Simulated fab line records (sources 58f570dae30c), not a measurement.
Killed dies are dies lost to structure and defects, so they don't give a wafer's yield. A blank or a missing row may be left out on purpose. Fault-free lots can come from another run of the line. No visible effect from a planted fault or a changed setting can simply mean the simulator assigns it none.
Problem report, 8D (eight disciplines) form, completed by code | flow berkeleyCmos170 | the parts of the form that need people (team, actions taken, sign-off) are left out

== 1. PROBLEM STATEMENT ==
Wafers free of any fault read 616.0 ohm/sq (standard deviation 1.4) for NLDD_RS at UCB170_SDANNEAL_RS_MEAS_05, against a mean of 628.1 ohm/sq on 6 wafers of 2 lots. That is +8.6 standard deviations from the usual mean.
The step: measures by four-point-probe.
First seen on wafer L362.2, day 11 06:40, on filmMetro-01. The record has a number at this step for 42 wafers belonging to 14 lots. Rule for "out", or "out of limits": more than 4 standard deviations from the usual mean. Any other wafer with a number is counted as sound.

== 2. WHAT IT IS, WHAT IT ISN'T ==
question                    | is                         | is not
which readings at this step | NLDD_RS                    | -
which lots                  | L362, L363                 | L346, L347, L350, L351, L352, L354, L356, L361, L364, L365, L367, L369
which wafers of those lots  | all that have a number     | -
read on which gauges        | filmMetro-01, filmMetro-03 | filmMetro-02
when                        | from day 11 06:40          | up to then (24 sound wafers); but 12 sound wafers of L364, L365, L367, L369 came after

== 3. THE SUSPECTS, EACH WITH WHAT RULES IT OUT ==
Counting: a tool at a process step up to the reading stays a suspect if it ran every lot that is out and no sound lot after the first of them.
- the gauge at UCB170_SDANNEAL_RS_MEAS_05 is ruled out. 2 gauges (filmMetro-01, filmMetro-03) read the wafers that are out.
- implanter-01 at UCB170_NLDD_IMPLANT_09: kept. It processed each lot that is out, first L362 at day 10 20:01, and no sound lot thereafter; up to then, the last sound lot it processed was L356 at day 9 05:14.
Remaining after the count: implanter-01 at UCB170_NLDD_IMPLANT_09.

== 4. THE CAUSE (what the simulator had put in) ==
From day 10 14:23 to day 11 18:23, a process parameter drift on implanter-01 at UCB170_NLDD_IMPLANT_09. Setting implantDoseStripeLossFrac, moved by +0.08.
After counting, this tool was the only one left.

== 5. THE EFFECT CHAIN, in route order ==
One row per reading whose mean, taken over the struck wafers that have a number, lies over 3 standard deviations from the usual. Only readings for which the record gives a usual standard deviation are gone through. hours: the time from each lot's start at the first step in this table that gives one to its start at this step, as a median over the lots. sigmas: the change in usual standard deviations.
hours | step                       | reading | usual        | on struck wafers | change | sigmas
0     | UCB170_SDANNEAL_RS_MEAS_05 | NLDD_RS | 616.0 ohm/sq | 628.1            | +12.1  | +8.6
At these later measuring or inspecting steps, every struck wafer for which the step has a row has a number for every such reading, and none has moved that far: UCB170_M3_CD_MEAS_90, UCB170_M3_BOW_MEAS_20.

== 6. WHAT WOULD HAVE CAUGHT IT SOONER ==
The first out-of-limits reading at a measuring or inspecting step in this record came at day 11 06:40, 16 hours after the fault's start at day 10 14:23.
An alarm limit of 4 standard deviations would not have fired on the tool readings at UCB170_NLDD_IMPLANT_09 for which the record gives a usual standard deviation, since none of them was out on any struck wafer.
By day 11 06:40 the whole set of lots that are out, 2 in number, had already begun UCB170_NLDD_IMPLANT_09 on implanter-01. Had the tool been put on hold then, not one of them would have been saved.
